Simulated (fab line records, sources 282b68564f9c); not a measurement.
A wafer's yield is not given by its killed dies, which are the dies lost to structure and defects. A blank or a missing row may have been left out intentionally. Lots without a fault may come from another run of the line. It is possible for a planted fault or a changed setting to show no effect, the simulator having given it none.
A lot that was struck, set against a sound lot | flow rit cmos | 27 steps out of a route of 202
Sound: wafers L457.2, L457.4, L457.5. Wafers L472.2, L472.4, L472.6 were the ones struck. The cause is given at the end.
Order at every step that has rows: each side's tool, ch and its chambers, its first start. Under that, the readings that differ: sound wafers | struck wafers | difference of the means | sigmas: that difference in standard deviations of wafers without a fault.
alike: a reading whose means differ by less than 2 such deviations, as well as words and numbers matching on both sides. not compared: withheld readings; readings where some wafer has no value; bounds like >300 that might hide an equal value; numbers whose values overlap and for which the record gives no deviation.
A row with sigmas, a row that says differs or no value, or rows on one side alone: a step with any of these is where the two part. Numbers that don't overlap but have no deviation are shown without sigmas and don't part them. A reading missing from all wafers of one side parts the sides only when that side holds two or more wafers.

RIT_ACTIVE_BOW_MEAS_00:
  sound on film metro-03, day 1 10:01; struck on film metro-03, day 4 13:01
  alike: INCOMING_BOW
then, 1 step without rows for these wafers: RIT_ACTIVE_OXIDATION_01 (target thk 46.8 nm, ox time 3360 s).
RIT_ACTIVE_THK_MEAS_02:
  sound on film metro-02, day 1 12:22; struck on film metro-01, day 4 17:08
  reading               | sound          | struck         | difference | sigmas
  ACTIVE_OXIDE_THK (nm) | 46.2 46.7 46.9 | 48.1 48.6 48.9 | +1.9       | +2
RIT_ACTIVE_CVD_03: deposits Si3N4 from SiH2Cl2/NH3, target thk 150 nm, time 1500 s.
  sound on lpcvd-01 ch 0, day 1 12:25; struck on lpcvd-02 ch 0, day 4 17:23
  reading                                  | sound             | struck            | difference | sigmas
  spike tc centre C (C)                    | 812.0 812.6 814.5 | 829.7 829.9 828.9 | +16.5      | +11
  spike tc load C (C)                      | 829.3 831.0 831.1 | 850.6 850.4 851.4 | +20.3      | +11
  spike tc source C (C)                    | 835 836 833       | 854 852 852       | +18        | +5
  susceptor temp C (C)                     | 809.9 809.9 810.2 | 825.0 824.8 825.2 | +15.0      | +48
  model.Si3N4_of_ACTIVE_CVD_03.thk nm (nm) | 150.9 152.1 150.6 | 191.9 191.3 190.9 | +40.2      |
  alike: zone power centre pct
RIT_ACTIVE_THK_MEAS_04:
  sound on film metro-03, day 1 13:51; struck on film metro-03, day 4 19:32
  reading                 | sound             | struck            | difference | sigmas
  ACTIVE_NITRIDE_THK (nm) | 150.9 152.2 150.7 | 191.9 191.3 190.7 | +40.0      | +25
then, 6 steps without rows for these wafers: RIT_ACTIVE_HMDS_05 (prime time 60 s); RIT_ACTIVE_COAT_06 (resist thk 1000 nm); RIT_ACTIVE_SOFTBAKE_07 (time 60 s); RIT_ACTIVE_EXPOSE_08 (exposes mask M1, target cd 1400 nm); RIT_ACTIVE_PEB_09; RIT_ACTIVE_DEVELOP_10 (develop time 50 s).
RIT_ACTIVE_CD_MEAS_11: target cd 1400 nm.
  sound on cd sem-01, day 1 14:54; struck on cd sem-01, day 4 20:34
  alike: cd nm
then, 1 step without rows for these wafers: RIT_ACTIVE_HARDBAKE_12 (time 60 s).
RIT_ACTIVE_ETCH_13: etches Si3N4 in SF6, stops on SiO2, time 210 s, target depth 210 nm.
  sound on rie diel-02 ch 0,2,3, day 1 15:09; struck on rie diel-03 ch 1,2, day 4 20:51
  reading                            | sound             | struck            | difference | sigmas
  oes product au (a.u.)              | 0.842 0.846 0.859 | 0.945 0.948 0.949 | +0.098     | +7
  model.etch.depth nm (nm)           | 150.9 152.1 150.6 | 191.9 191.3 190.9 | +40.2      |
  model.ACTIVE.feature depth nm (nm) | 150.9 152.1 151.9 | 193.6 191.6 192.5 | +40.9      |
  alike: drypump motor current A, throttle valve pct
  not compared: rf hours counter h
RIT_ACTIVE_STRIP_14: strips in O2, time 180 s.
  sound on plasma asher-03 ch 0, day 1 15:17; struck on plasma asher-01 ch 0,1, day 4 20:59
  reading                     | sound          | struck         | difference | sigmas
  drypump motor current A (A) | 5.37 5.40 5.34 | 6.06 5.74 6.08 | +0.59      | +3
  not compared: rf hours counter h
RIT_ACTIVE_CD_MEAS_90: target cd 1400 nm.
  sound on cd sem-01, day 1 15:28; struck on cd sem-01, day 4 21:11
  alike: cd nm
then, 4 steps without rows for these wafers: RIT_ACTIVE_CLEAN_15 (cleans in SC1, time 600 s); RIT_ACTIVE_CLEAN_16 (cleans in dHF, time 30 s); RIT_ACTIVE_CLEAN_17 (cleans in SC2, time 600 s); RIT_FOX1_OXIDATION_00 (target thk 350.7 nm, ox time 1130 s).
RIT_FOX1_THK_MEAS_01:
  sound on film metro-02, day 1 17:16; struck on film metro-02, day 4 22:58
  alike: FOX1_OXIDE_THK
then, 2 steps without rows for these wafers: RIT_FOX1_WET_ETCH_02 (etches SiO2 in BOE, target depth 350 nm, time 390 s); RIT_FOX2_OXIDATION_00 (target thk 350.7 nm, ox time 1130 s).
RIT_FOX2_THK_MEAS_01:
  sound on film metro-02, day 1 18:47; struck on film metro-04, day 5 01:07
  reading             | sound       | struck      | difference | sigmas
  FOX2_OXIDE_THK (nm) | 354 350 355 | 336 343 338 | -14        | -2
RIT_FOX2_CLEAN_02: cleans in dHF, time 180 s.
  sound on wet bench-04 ch 3, day 1 18:50; struck on wet bench-04 ch 0, day 5 01:10
  reading                                  | sound             | struck            | difference | sigmas
  model.Si3N4_of_ACTIVE_CVD_03.thk nm (nm) | 131.7 132.9 131.3 | 172.7 172.1 171.6 | +40.2      |
then, 1 step without rows for these wafers: RIT_FOX2_WET_ETCH_03 (etches Si3N4 in H3PO4, target depth 195 nm, time 2700 s).
RIT_M1_PROBE_99:
  sound on prober-01, day 3 17:21; struck on prober-02, day 6 18:53
  reading                             | sound          | struck         | difference | sigmas
  model.etest.nldd.width nm (nm)      | 3165 3182 3158 | 3216 3210 3214 | +45        |
  model.etest.pldd.width nm (nm)      | 3188 3181 3153 | 3211 3196 3206 | +30        |
  model.etest.nplus sal.width nm (nm) | 3429 3428 3419 | 3474 3472 3480 | +50        |
  model.etest.pplus sal.width nm (nm) | 3440 3423 3434 | 3473 3476 3479 | +44        |
  alike: killed at contacts, killed at front end, killed dies, killed open, killed short

== WHERE THEY PART ==
Earliest at RIT_ACTIVE_THK_MEAS_02; latest, in this record, at RIT_FOX2_THK_MEAS_01. Later steps at which nothing parts them and some readings are alike: RIT_M1_PROBE_99.

WHY: what had been put in by the simulator
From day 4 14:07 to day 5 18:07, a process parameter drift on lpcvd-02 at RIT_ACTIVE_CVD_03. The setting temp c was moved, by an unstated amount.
